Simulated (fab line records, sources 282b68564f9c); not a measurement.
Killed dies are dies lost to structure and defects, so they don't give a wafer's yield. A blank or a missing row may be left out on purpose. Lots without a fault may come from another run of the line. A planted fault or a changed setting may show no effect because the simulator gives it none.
Which tool did it? | flow rit_cmos | 12 lots, 36 wafers sampled, at 2 steps of a route of 202

WHAT THE GAUGES READ, wafer by wafer
The record holds no reading of a measuring or inspecting step that can be judged against a usual standard deviation.

WHICH TOOL RAN EACH LOT (tool, then ch and the chambers of the sampled wafers, then the start)
lot  | RIT_M1_STRIP_13                | RIT_M1_PROBE_99
L140 | wet_bench-04 ch 3, day 3 11:20 | -
L141 | wet_bench-03 ch 3, day 3 15:56 | -
L142 | wet_bench-01 ch 2, day 3 21:16 | -
L143 | wet_bench-04 ch 0, day 4 03:14 | prober-02, day 4 05:20
L144 | wet_bench-03 ch 3, day 4 11:10 | prober-01, day 4 13:15
L145 | wet_bench-04 ch 2, day 4 13:16 | -
L146 | wet_bench-01 ch 0, day 4 19:24 | -
L150 | wet_bench-01 ch 3, day 5 15:59 | prober-01, day 5 18:11
L153 | wet_bench-01 ch 0, day 6 10:01 | prober-02, day 6 12:10
L159 | wet_bench-03 ch 1, day 8 02:55 | -
L161 | wet_bench-03 ch 1, day 8 14:57 | -
L163 | wet_bench-04 ch 1, day 8 20:55 | -
- RIT_M1_STRIP_13: strips in nmp, time 600 s.
- RIT_M1_PROBE_99

WHAT THE TOOLS THEMSELVES READ (means of the sampled wafers that have a number; where no wafer has one, the mark that the record gives instead)
RIT_M1_PROBE_99.
lot  | tool      | defect_limited_yield (%) | killed_at_M0_to_M3 | killed_at_contacts | killed_at_front_end | killed_dies | killed_open | killed_short | sort_bin_3_pad_short (%) | sort_bin_5_function (%) | sort_bin_6_memory (%) | sort_n_pass | sort_yield_pct (%)
L143 | prober-02 | 97.0                     | 0.0                | 0.0                | 8                   | 8           | 3.7         | 4.3          | 0.4                      | 1.7                     | 1.0                   | 256         | 97.0
L144 | prober-01 | 96.9                     | 0.0                | 0.0                | 8                   | 8           | 4.3         | 3.7          | 0.1                      | 2.3                     | 0.6                   | 256         | 96.9
L150 | prober-01 | 82.5                     | 37.7               | 0.0                | 9                   | 46          | 5.3         | 3.3          | 3.8                      | 10.5                    | 3.3                   | 218         | 82.5
L153 | prober-02 | 84.2                     | 38.7               | 0.0                | 3                   | 42          | 1.7         | 1.3          | 4.4                      | 8.6                     | 2.8                   | 222         | 84.2

THE ANSWER, worked out from the rows above alone
Rule: what is usual is taken from the lots themselves. Put in order of their means at a reading, lots are off if they are a third of the lots or fewer, leave a main group of 4 or more, and stand apart from it by a gap of 3 or more times the standard deviation of the main group's means; of several such gaps the widest counts. A main group whose means are all the same, to the digits that the tables above print for the reading, isn't used. A lot without any number at a reading at which 4 lots or more have one is off too. The other lots that the step has rows for count as sound. The gauges are gone through in route order, then the tools' own readings, and for those a lot's mean is taken as printed above. The first step at which some lot is off is used, and at that step the reading that is off furthest; a lot without a number counts as furthest.
No lot is off at any reading shown: from this, nothing can be told.

WHAT THE SIMULATOR HAD PUT IN
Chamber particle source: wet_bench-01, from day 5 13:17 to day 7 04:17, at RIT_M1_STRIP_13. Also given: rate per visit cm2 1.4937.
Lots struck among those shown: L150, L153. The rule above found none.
